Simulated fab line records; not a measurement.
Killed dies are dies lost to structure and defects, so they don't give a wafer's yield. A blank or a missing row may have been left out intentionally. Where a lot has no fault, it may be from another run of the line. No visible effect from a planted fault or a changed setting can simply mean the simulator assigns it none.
Which of the tools did it?    flow berkeley_cmos170    Sampling: 14 lots, 42 wafers, 4 of 331 route steps

WHAT THE GAUGES SHOWED, per wafer
UCB170_NWELL_THK_MEAS_02.
lot   measured     on             NWELL_OXIDE_THK (nm)
L122  day 1 23:22  film_metro-02  26.6 26.6 26.5
L124  day 2 05:15  film_metro-03  26.0 26.3 26.2
L123  day 2 05:17  film_metro-03  26.9 26.5 26.7
L125  day 2 12:08  film_metro-01  27.5 27.9 27.9
L127  day 2 21:28  film_metro-02  26.5 26.6 26.9
L128  day 3 03:07  film_metro-03  27.3 27.7 27.8
L131  day 3 19:56  film_metro-03  26.4 26.6 26.3
L132  day 4 00:48  film_metro-02  26.7 27.0 26.6
L133  day 4 05:08  film_metro-03  26.5 26.6 26.4
L134  day 4 10:59  film_metro-03  26.9 26.5 26.5
L137  day 4 23:55  film_metro-02  25.3 25.6 26.0
L138  day 5 07:54  film_metro-01  25.8 25.9 25.9
L140  day 6 01:17  film_metro-01  26.0 26.2 26.0
L145  day 6 19:07  film_metro-01  26.9 26.9 26.7

UCB170_WELLDRIVE_THK_MEAS_02.
lot   measured     on             WELLDRIVE_OXIDE_THK (nm)
L122  day 3 09:53  film_metro-02  199 198 197
L124  day 3 14:46  film_metro-03  199 202 200
L123  day 3 14:48  film_metro-03  197 197 195
L125  day 3 23:26  film_metro-03  203 203 203
L127  day 4 07:25  film_metro-02  201 203 205
L128  day 4 15:20  film_metro-03  202 199 201
L131  day 5 09:46  film_metro-03  203 205 208
L132  day 5 13:11  film_metro-02  196 196 196
L133  day 5 13:10  film_metro-03  201 200 202
L134  day 6 03:12  film_metro-03  198 196 194
L137  day 6 18:38  film_metro-04  196 199 198
L138  day 7 01:10  film_metro-02  204 200 202
L140  day 7 15:14  film_metro-03  198 196 195
L145  day 8 14:40  film_metro-04  195 195 197

UCB170_PVT_OVL_MEAS_06.
lot   measured      on          PVT_OVL (nm)
L122  day 5 12:14   overlay-01  -3 -3 -3
L124  day 5 12:18   overlay-02  -8 -3 -10
L123  day 5 12:35   overlay-01  -6 -1 0
L125  day 5 22:23   overlay-01  -12 -9 -7
L127  day 6 12:13   overlay-02  -3 -1 -3
L128  day 6 19:38   overlay-01  6 -2 2
L131  day 7 12:37   overlay-02  -3 -5 -7
L132  day 7 12:16   overlay-01  2 8 0
L133  day 7 12:52   overlay-01  3 1 10
L134  day 8 11:20   overlay-01  -3 8 3
L137  day 8 21:51   overlay-01  12 5 5
L138  day 9 06:55   overlay-01  -3 7 -1
L140  day 9 20:13   overlay-01  2 8 2
L145  day 10 16:46  overlay-01  9 3 5

WHICH TOOL RAN EACH LOT (tool, then ch and the chambers of the sampled wafers, then the start)
lot   UCB170_PWELL_PEB_11
L122  litho_track-02 ch 0, day 2 21:02
L124  litho_track-02 ch 0, day 3 04:16
L123  litho_track-01 ch 0, day 3 04:27
L125  litho_track-04 ch 0, day 3 13:28
L127  litho_track-04 ch 0, day 3 21:47
L128  litho_track-02 ch 0, day 4 04:03
L131  litho_track-01 ch 0, day 4 20:47
L132  litho_track-02 ch 0, day 5 01:31
L133  litho_track-01 ch 0, day 5 02:10
L134  litho_track-02 ch 0, day 5 13:22
L137  litho_track-02 ch 0, day 6 05:37
L138  litho_track-02 ch 0, day 6 10:05
L140  litho_track-01 ch 0, day 7 01:46
L145  litho_track-04 ch 0, day 8 02:40
- UCB170_PWELL_PEB_11

WHAT THE TOOLS THEMSELVES READ (means of the sampled wafers that have a number; where no wafer has one, the mark that the record gives instead)
UCB170_PWELL_PEB_11.
lot   tool            heater_power_total_W (W)  plate_temp_C (C)
L122  litho_track-02  56.78                     129.95
L124  litho_track-02  56.82                     129.97
L123  litho_track-01  56.79                     130.09
L125  litho_track-04  56.79                     130.26
L127  litho_track-04  56.73                     129.99
L128  litho_track-02  56.81                     129.85
L131  litho_track-01  56.80                     129.88
L132  litho_track-02  56.76                     130.03
L133  litho_track-01  56.86                     129.95
L134  litho_track-02  56.79                     130.03
L137  litho_track-02  64.84                     143.95
L138  litho_track-02  64.78                     143.72
L140  litho_track-01  56.79                     130.10
L145  litho_track-04  56.80                     129.98

THE ANSWER, worked out from the rows above alone
Rule: the lots themselves supply what counts as usual. Put in order of their means at a reading, lots are off if they are a third of the lots or fewer, leave a main group of 4 or more, and stand apart from it by a gap of 3 or more times the standard deviation of the main group's means; of several such gaps the widest counts. If all means in a main group match to the digits the tables above print for the reading, that group is not used. Also off: a lot with no number at a reading for which 4 or more lots have one. Any other lot the step has rows for is counted as sound. After the gauges, taken in route order, come the tools' own readings; for these a lot's mean is taken, as printed above. At the first step where some lot is off, the reading lying furthest off is the one used; lots without a number count as furthest.
Off: L137, L138, at UCB170_PWELL_PEB_11 (heater_power_total_W). Mean 56.79 W and standard deviation 0.03 in the main group.
A tool fits if, at that step or a process step before it, it ran every lot that is off, and no sound lot after the first of them. One candidate fits, namely litho_track-02 at UCB170_PWELL_PEB_11. A fault onset in the window from L134 (day 5 13:22, its last sound lot) to L137 (day 6 05:37, its first lot off) fits.
The tool's own readings at UCB170_PWELL_PEB_11 bear it out: on the lots that are off they differ by more than 5 times the standard deviation of the sound lots' means. heater_power_total_W reads 64.81 W there against 56.79 W on the sound lots; plate_temp_C reads 143.83 C there against 130.01 C on the sound lots.

WHAT THE SIMULATOR HAD INSERTED
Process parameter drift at UCB170_PWELL_PEB_11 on litho_track-02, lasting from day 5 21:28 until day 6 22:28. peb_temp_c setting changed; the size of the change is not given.
Lots struck among those shown: L137, L138. Same finding as the rule above.
